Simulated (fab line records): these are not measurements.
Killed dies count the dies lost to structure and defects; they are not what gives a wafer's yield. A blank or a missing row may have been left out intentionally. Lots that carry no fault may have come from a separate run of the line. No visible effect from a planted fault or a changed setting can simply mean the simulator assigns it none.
Matching of chambers + flow berkeley cmos170 + UCB170_V1_CMP_02 on cmp-02 has 4 sister chambers
The step polishes SiO2. 4 wafers are shown with their chamber, then 8 later ones without.

WAFERS WITH THEIR CHAMBER
| wafer  | chamber | motor current A (A) |
|--------|---------|---------------------|
| L992.4 | 2       | 16.4                |
| L995.3 | 1       | 14.7                |
| L995.4 | 0       | 14.9                |
| L105.3 | 3       | 15.1                |

WAFERS WITH NO CHAMBER GIVEN
| wafer  | motor current A (A) |
|--------|---------------------|
| L105.4 | 16.3                |
| L105.6 | 15.5                |
| L101.1 | 13.9                |
| L101.4 | 16.7                |
| L101.5 | 15.8                |
| L106.1 | 16.6                |
| L106.3 | 15.0                |
| L106.4 | 13.7                |

EACH ONE'S CHAMBER
| wafer  | from the rows above               | in truth                   |
|--------|-----------------------------------|----------------------------|
| L105.4 | 2                                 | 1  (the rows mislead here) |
| L105.6 | can't be placed: 3 or 0 or 1 or 2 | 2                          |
| L101.1 | can't be placed: 1 or 0 or 3      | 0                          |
| L101.4 | 2                                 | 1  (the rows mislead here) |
| L101.5 | can't be placed: 2 or 3 or 0 or 1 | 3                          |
| L106.1 | 2                                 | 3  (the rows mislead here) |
| L106.3 | can't be placed: 0 or 3 or 1      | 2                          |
| L106.4 | can't be placed: 1 or 0 or 3      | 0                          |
Correctly placed: 0 of 8. Not placeable from these rows: 5 (in 4, the candidates include the true chamber). Placed wrongly: 3.
How it was worked out, from the rows above alone: a wafer's distance from a chamber is the root of the sum, over the readings, of the square of ((its reading less the chamber's mean) divided by the reading's scatter). The wafer belongs to the nearest chamber; if the next one is less than 2 further off, it can't be placed. For every chamber, the mean is computed from those of its wafers that are shown. The scatter: with one shown wafer a chamber, the root of the mean of the squares of how far each hidden wafer lies from its nearest shown one.
